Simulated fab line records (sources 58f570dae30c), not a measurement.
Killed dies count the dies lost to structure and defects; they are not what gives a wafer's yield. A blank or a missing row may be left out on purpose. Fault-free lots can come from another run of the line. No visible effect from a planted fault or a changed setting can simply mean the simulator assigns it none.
Comparing a struck lot with a sound one    flow berkeley cmos170    16 out of 331 route steps
Sound: the wafers L997.1, L997.4, L997.6. Wafers L102.2, L102.4, L102.6 were the ones struck. The cause comes at the end.
Each step with rows lists, per side, the tool, then ch with its chambers, then its first start. Under that, the readings that differ: sound wafers    struck wafers    difference of the means    sigmas: that difference in standard deviations of wafers without a fault.
alike: words and numbers the same on both sides, and readings whose means are apart by under 2 such deviations; not compared: readings that were withheld, readings missing a value for some wafer, numbers with overlapping values and no deviation given by the record, and bounds like >300 which may hide the same value.
The two part at a step that has a row with sigmas, a row that says differs or no value, or rows on one side only. Numbers that have no deviation but don't overlap get no sigmas and don't part them. A reading missing from all wafers of one side parts the sides only when that side holds two or more wafers.

first, 3 steps without rows for these wafers: UCB170_PWELL_EXPOSE_10 (exposes mask PWELL, target cd 3000 nm); UCB170_PWELL_PEB_11; UCB170_PWELL_DEVELOP_12 (develop time 45 s).
UCB170_PWELL_OVL_MEAS_13:
  sound on overlay-02 at day 6 08:26; struck on overlay-01 at day 7 19:19
  alike: PWELL_OVL
UCB170_PWELL_ETCH_14: etches Si3N4 in CH3F/Ar/O2, stops on SiO2, target depth 242 nm, time 151 s.
  sound on rie diel-02 ch 0,2, day 6 08:28; struck on rie diel-02 ch 0,1,2, day 7 19:21
  alike: drypump motor current A, oes product au, throttle valve pct
  not compared: rf hours counter h
then, 1 step without rows for these wafers: UCB170_PWELL_IMPLANT_15.
UCB170_PWELL_STRIP_16: strips in O2.
  sound on plasma asher-04 ch 0,1, day 6 08:43; struck on plasma asher-04 ch 0,1, day 7 19:36
  alike: drypump motor current A, oes product au, strip time to endpoint s
  not compared: rf hours counter h
UCB170_PWELL_TW_MEAS_17:
  sound on film metro-01 at day 6 08:49; struck on film metro-02 at day 7 19:43
reading   sound              struck             difference  sigmas
PWELL_TW  378.2 378.1 378.1  372.4 371.7 372.0  -6.1        -2
then, 4 steps without rows for these wafers: UCB170_PWELL_CLEAN_18 (cleans in SPM, time 600 s); UCB170_PWELL_WET_ETCH_19 (etches Si3N4 in H3PO4, time 14400 s); UCB170_PWELL_WET_ETCH_20 (etches SiO2 in BOE, time 22 s); UCB170_WELLDRIVE_CLEAN_00 (cleans in SPM, time 600 s).
UCB170_WELLDRIVE_OXIDATION_01: target thk 199 nm, ox time 9311 s.
  sound on furnace-04 ch 0, day 6 16:53; struck on furnace-01 ch 0, day 8 05:04
reading                                           sound                 struck                difference  sigmas
spike tc centre C (C)                             1102.7 1101.2 1101.5  1084.5 1083.4 1086.9  -16.9       -11
spike tc load C (C)                               1125.0 1125.2 1123.3  1108.0 1111.7 1110.8  -14.3       -12
spike tc source C (C)                             1133 1134 1132        1118 1118 1117        -15         -5
model.SiO2_of_WELLDRIVE_OXIDATION_01.thk nm (nm)  203.5 201.8 200.5     174.8 177.7 177.5     -25.3       
UCB170_WELLDRIVE_THK_MEAS_02:
  sound on film metro-04 at day 6 20:23; struck on film metro-01 at day 8 08:34
reading                   sound        struck       difference  sigmas
WELLDRIVE_OXIDE_THK (nm)  203 202 201  175 177 177  -26         -6
then, 1 step without rows for these wafers: UCB170_WELLDRIVE_ANNEAL_03 (time 900 s).
UCB170_M3_PROBE_99:
  rows exist in the record for the sound wafers here (prober-01, day 11 09:40), none for the struck ones

WHERE THEY PART
Earliest at UCB170_PWELL_TW_MEAS_17; latest, in this record, at UCB170_M3_PROBE_99.

WHY: what had been put in by the simulator
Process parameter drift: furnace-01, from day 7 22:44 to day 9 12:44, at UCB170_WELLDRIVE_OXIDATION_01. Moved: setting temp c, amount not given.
